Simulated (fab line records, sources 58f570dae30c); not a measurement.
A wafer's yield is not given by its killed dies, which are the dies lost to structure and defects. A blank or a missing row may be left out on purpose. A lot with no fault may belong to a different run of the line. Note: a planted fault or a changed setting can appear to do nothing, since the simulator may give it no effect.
A struck lot beside a sound one / flow berkeley-cmos170 / 16 steps out of a route of 331
Sound: wafers L950.1, L950.2, L950.4. Wafers struck: L954.2, L954.3, L954.4. The cause is given at the end.
Each step with rows lists, per side, the tool, then ch with its chambers, then its first start. Under that, the readings that differ: sound wafers / struck wafers / difference of the means / sigmas: that difference in standard deviations of wafers without a fault.
alike: readings whose means differ by less than 2 such deviations, and words and numbers that are the same on both sides. not compared: withheld readings, readings that some wafer has no value for, bounds like >300 that may hide the same value, and numbers for which the record gives no deviation and whose values overlap.
Wherever a step has rows on one side only, a row that says differs or no value, or a row with sigmas, the two part there. When numbers do not overlap yet have no deviation, they are printed without sigmas and do not part them. A reading that every wafer of one side lacks parts them only if that side has two wafers or more.

first, 5 steps without rows for these wafers: UCB170_NLDD_COAT_01 (resist thk 900 nm); UCB170_NLDD_SOFTBAKE_02 (time 60 s); UCB170_NLDD_EXPOSE_03 (exposes mask NSELECT, target cd 1200 nm); UCB170_NLDD_PEB_04; UCB170_NLDD_DEVELOP_05 (develop time 45 s).
UCB170_NLDD_CD_MEAS_06 targets a cd of 1200 nm.
  sound: cd-sem-02 at day 7 07:13; struck: cd-sem-02 at day 8 19:22
  alike: cd-nm
UCB170_NLDD_OVL_MEAS_07:
  sound: overlay-02 at day 7 07:20; struck: overlay-01 at day 8 19:28
  alike: NLDD_OVL
then, 2 steps without rows for these wafers: UCB170_NLDD_IMPLANT_08; UCB170_NLDD_IMPLANT_09.
UCB170_NLDD_STRIP_10: strips in O2.
  sound on plasma-asher-01 ch 0,1, day 7 07:41; struck on plasma-asher-02 ch 0,1, day 8 19:47
  alike: drypump-motor-current-A, o2-flow-sccm, oes-product-au, strip-time-to-endpoint-s
  not compared: rf-hours-counter-h
UCB170_NLDD_TW_MEAS_11:
  sound: film-metro-01 at day 7 07:47; struck: film-metro-03 at day 8 19:54
  alike: NLDD_TW
then, 1 step without rows for these wafers: UCB170_NLDD_CLEAN_12 (cleans in SPM, time 600 s).
UCB170_SPACER_CVD_00: deposits SiO2 from TEOS/O2, target thk 376 nm, time 47 s.
  sound on pecvd-03 ch 0,1,2, day 7 08:01; struck on pecvd-03 ch 0,1,2, day 8 20:08
reading=model.SiO2_of_SPACER_CVD_00.thk-nm (nm); sound=374.6 373.6 381.8; struck=421.4 418.7 422.8; difference=+44.3; sigmas=
  alike: heater-power-w
  not compared: since-wet-clean-h
UCB170_SPACER_THK_MEAS_01:
  sound: film-metro-02 at day 7 08:04; struck: film-metro-04 at day 8 20:25
reading=SPACER_TEOS_THK (nm); sound=374 374 382; struck=421 419 422; difference=+44; sigmas=+9
  not compared: hold
UCB170_SPACER_ETCHBACK_03: etches SiO2 in CHF3/CF4/Ar, stops on Si, target depth 376 nm, time 100 s.
  sound on rie-diel-02 ch 0,1,2, day 7 10:55; struck on rie-diel-04 ch 0,2,3, day 10 00:47
reading=oes-product-au (a.u.); sound=0.882 0.893 0.935; struck=0.965 0.983 0.969; difference=+0.069; sigmas=+5
reading=model.etch.depth-nm (nm); sound=374.6 373.6 381.8; struck=421.4 418.7 422.8; difference=+44.3; sigmas=
  alike: drypump-motor-current-A, throttle-valve-pct
  not compared: rf-hours-counter-h
then, 1 step without rows for these wafers: UCB170_PSD_HMDS_00 (prime time 60 s).

## WHERE THEY PART
At UCB170_SPACER_THK_MEAS_01 first; at UCB170_SPACER_ETCHBACK_03 last (within this record only).

WHY: the cause the simulator had injected
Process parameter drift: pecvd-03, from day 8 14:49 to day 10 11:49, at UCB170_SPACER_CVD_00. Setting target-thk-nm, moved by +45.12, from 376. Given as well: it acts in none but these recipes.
